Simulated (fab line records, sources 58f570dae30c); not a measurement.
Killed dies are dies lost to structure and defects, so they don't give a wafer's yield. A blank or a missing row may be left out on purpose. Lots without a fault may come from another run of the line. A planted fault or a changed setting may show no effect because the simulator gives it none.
Which tool did it? | flow berkeley_cmos170 | 14 lots, 42 wafers sampled, at 3 steps of a route of 331

WHAT THE GAUGES READ, wafer by wafer
UCB170_SDANNEAL_RS_MEAS_03: measures by four-point-probe.
lot  | measured     | on            | NSD_RS (ohm/sq)
L887 | day 7 09:40  | film_metro-02 | 37.21 37.30 37.35
L892 | day 8 04:49  | film_metro-02 | 37.13 37.11 37.13
L891 | day 8 04:56  | film_metro-04 | 37.31 37.27 37.28
L889 | day 8 05:17  | film_metro-02 | 37.23 37.19 37.20
L896 | day 8 16:31  | film_metro-02 | 37.30 37.33 37.37
L895 | day 8 14:05  | film_metro-02 | 37.21 37.25 37.21
L893 | day 8 18:13  | film_metro-03 | 37.03 37.17 37.15
L897 | day 8 21:38  | film_metro-04 | 37.31 37.32 37.39
L898 | day 9 16:10  | film_metro-02 | 37.33 37.22 37.26
L900 | day 10 06:05 | film_metro-04 | 37.15 37.09 37.24
L902 | day 10 06:25 | film_metro-03 | 37.21 37.18 37.20
L905 | day 10 08:22 | film_metro-03 | 37.26 37.17 37.38
L903 | day 10 08:35 | film_metro-02 | 37.19 37.18 37.14
L910 | day 11 23:43 | film_metro-02 | 37.28 37.09 37.24

WHICH TOOL RAN EACH LOT (tool, then ch and the chambers of the sampled wafers, then the start)
lot  | UCB170_NLDD_IMPLANT_08          | UCB170_NLDD_STRIP_10
L887 | implanter-03 ch 0, day 6 21:22  | plasma_asher-03 ch 0,1, day 6 21:38
L892 | implanter-03 ch 0, day 7 13:38  | plasma_asher-03 ch 0,1, day 7 13:56
L891 | implanter-02 ch 0, day 7 13:52  | plasma_asher-01 ch 0,1, day 7 14:10
L889 | implanter-01 ch 0, day 7 14:14  | plasma_asher-02 ch 0,1, day 7 14:32
L896 | implanter-01 ch 0, day 8 00:57  | plasma_asher-03 ch 0,1, day 8 01:15
L895 | implanter-02 ch 0, day 8 01:32  | plasma_asher-02 ch 1, day 8 01:48
L893 | implanter-03 ch 0, day 8 06:21  | plasma_asher-03 ch 0,1, day 8 06:38
L897 | implanter-02 ch 0, day 8 12:40  | plasma_asher-02 ch 0,1, day 8 12:58
L898 | implanter-02 ch 0, day 9 03:31  | plasma_asher-01 ch 0,1, day 9 03:49
L900 | implanter-01 ch 0, day 9 19:18  | plasma_asher-01 ch 0,1, day 9 19:34
L902 | implanter-01 ch 0, day 9 20:13  | plasma_asher-02 ch 0,1, day 9 20:31
L905 | implanter-03 ch 0, day 9 22:20  | plasma_asher-01 ch 0,1, day 9 22:38
L903 | implanter-02 ch 0, day 9 22:53  | plasma_asher-02 ch 0,1, day 9 23:11
L910 | implanter-03 ch 0, day 11 12:35 | plasma_asher-03 ch 0,1, day 11 12:53
- UCB170_NLDD_IMPLANT_08
- UCB170_NLDD_STRIP_10: strips in O2.

WHAT THE TOOLS THEMSELVES READ (means of the sampled wafers that have a number; where no wafer has one, the mark that the record gives instead)
UCB170_NLDD_IMPLANT_08.
lot  | tool         | tilt_deg (degrees)
L887 | implanter-03 | 6.993
L892 | implanter-03 | 6.998
L891 | implanter-02 | 6.989
L889 | implanter-01 | 7.011
L896 | implanter-01 | 7.005
L895 | implanter-02 | 6.995
L893 | implanter-03 | 7.024
L897 | implanter-02 | 6.997
L898 | implanter-02 | 7.452
L900 | implanter-01 | 7.002
L902 | implanter-01 | 6.992
L905 | implanter-03 | 7.012
L903 | implanter-02 | 7.449
L910 | implanter-03 | 6.980

UCB170_NLDD_STRIP_10.
lot  | tool            | drypump_motor_current_A (A) | oes_product_au (a.u.) | strip_time_to_endpoint_s (s)
L887 | plasma_asher-03 | 5.8                         | 0.737                 | 21.62
L892 | plasma_asher-03 | 5.8                         | 0.734                 | 21.62
L891 | plasma_asher-01 | 5.6                         | 0.733                 | 21.61
L889 | plasma_asher-02 | 5.4                         | 0.736                 | 21.64
L896 | plasma_asher-03 | 6.1                         | 0.737                 | 21.63
L895 | plasma_asher-02 | 6.0                         | 0.731                 | 21.54
L893 | plasma_asher-03 | 5.8                         | 0.737                 | 21.65
L897 | plasma_asher-02 | 5.4                         | 0.733                 | 21.62
L898 | plasma_asher-01 | 5.3                         | 0.733                 | 21.65
L900 | plasma_asher-01 | 5.6                         | 0.737                 | 21.57
L902 | plasma_asher-02 | 5.7                         | 0.735                 | 21.72
L905 | plasma_asher-01 | 5.6                         | 0.742                 | 21.67
L903 | plasma_asher-02 | 5.7                         | 0.732                 | 21.75
L910 | plasma_asher-03 | 6.1                         | 0.734                 | 21.59

THE ANSWER, worked out from the rows above alone
Rule: what is usual is taken from the lots themselves. Put in order of their means at a reading, lots are off if they are a third of the lots or fewer, leave a main group of 4 or more, and stand apart from it by a gap of 3 or more times the standard deviation of the main group's means; of several such gaps the widest counts. A main group whose means are all the same, to the digits that the tables above print for the reading, isn't used. A lot without any number at a reading at which 4 lots or more have one is off too. The other lots that the step has rows for count as sound. The gauges are gone through in route order, then the tools' own readings, and for those a lot's mean is taken as printed above. The first step at which some lot is off is used, and at that step the reading that is off furthest; a lot without a number counts as furthest.
Off: L898, L903, at UCB170_NLDD_IMPLANT_08 (tilt_deg). The main group: mean 7.000 degrees, standard deviation 0.011.
A tool fits if, at that step or a process step before it, it ran every lot that is off, and no sound lot after the first of them. One fits: implanter-02 at UCB170_NLDD_IMPLANT_08. Its last sound lot is L897 (day 8 12:40), its first lot that is off L898 (day 9 03:31): a fault that began between those two fits.
The tool's own readings at UCB170_NLDD_IMPLANT_08 bear it out: on the lots that are off they differ by more than 5 times the standard deviation of the sound lots' means. tilt_deg reads 7.450 degrees there against 7.000 degrees on the sound lots.

WHAT THE SIMULATOR HAD PUT IN
Process parameter drift: implanter-02, from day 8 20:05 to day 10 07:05, at UCB170_NLDD_IMPLANT_08. Setting tilt_deg, moved by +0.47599, from 7. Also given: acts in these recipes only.
Lots struck among those shown: L898, L903. The rule above found the same.
